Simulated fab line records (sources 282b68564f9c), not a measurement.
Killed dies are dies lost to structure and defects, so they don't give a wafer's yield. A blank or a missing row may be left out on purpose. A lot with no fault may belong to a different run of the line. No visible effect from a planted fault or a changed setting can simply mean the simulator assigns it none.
One fault through the eyes of 2 desks | flow rit-cmos | each desk holds nothing but its own numbers, with what lay behind them at the end

## THE METROLOGY DESK
What the gauges read, lot by lot, whatever tool the lot ran on: means of the sampled wafers that have a number. Any lot whose mean is over 4 standard deviations away from the usual mean is out of limits and marked OUT; that distance is given in the brackets.
Columns: A = GATE_POLY_THK at RIT_GATE_THK_MEAS_09, usual 249.1 nm
lot  | first seen here | A
L164 | day 2 19:02     | 249.9
L165 | day 3 00:08     | 249.7
L166 | day 3 08:03     | 247.5
L167 | day 3 11:17     | 251.0
L168 | day 3 19:38     | 248.3
L169 | day 4 02:17     | 250.1
L174 | day 5 00:20     | 305.9 (+26) OUT
L175 | day 5 02:59     | 307.0 (+26) OUT
L177 | day 5 13:13     | 248.3
L180 | day 5 23:26     | 247.8
L183 | day 6 14:51     | 247.3
This desk finds L174, L175 out of limits, with the earliest case on L174 at day 5 00:20 (GATE_POLY_THK at RIT_GATE_THK_MEAS_09). L164, L165, L166, L167, L168, L169, L177, L180, L183: within limits.

## DESK OF THE TOOL OWNER: lpcvd-01
The tool's own readings at RIT_GATE_CVD_08 (deposits poly-Si from SiH4, target thk 250 nm, time 2220 s): means of the sampled wafers that have a number, for each lot that ran on this tool. Any lot whose mean is over 4 standard deviations away from the usual mean is out of limits and marked OUT; that distance is given in the brackets.
Columns: A = pressure-mtorr at RIT_GATE_CVD_08, usual 300.2 mTorr
lot  | first seen here | A
L165 | day 2 22:30     | 300.1
L166 | day 3 06:26     | 300.1
L167 | day 3 09:38     | 300.0
L168 | day 3 18:00     | 300.2
L174 | day 4 22:42     | 451.2 (+99 or more) OUT
L175 | day 5 01:22     | 450.0 (+99 or more) OUT
This desk's finding: out of limits on L174, L175; first on L174, day 4 22:42 (pressure-mtorr at RIT_GATE_CVD_08). L165, L166, L167, L168: within limits.

## TAKEN TOGETHER
At day 4 22:42, on L174, L175, the tool owner's desk was in a position to raise an alarm.
On L174, L175, the metrology desk was in a position to raise an alarm at day 5 00:20.
All the named lots went through RIT_GATE_CVD_08 on lpcvd-01.

## WHAT HAD BEEN PUT IN BY THE SIMULATOR
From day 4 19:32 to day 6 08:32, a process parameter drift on lpcvd-01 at RIT_GATE_CVD_08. The setting pressure-mtorr was moved by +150, starting from 300. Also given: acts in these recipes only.
Struck lots among those shown: L174, L175.
Delay (hours) between the fault's onset and each desk's first out-of-limits reading: 3 at the tool owner's desk, 5 at the metrology desk.
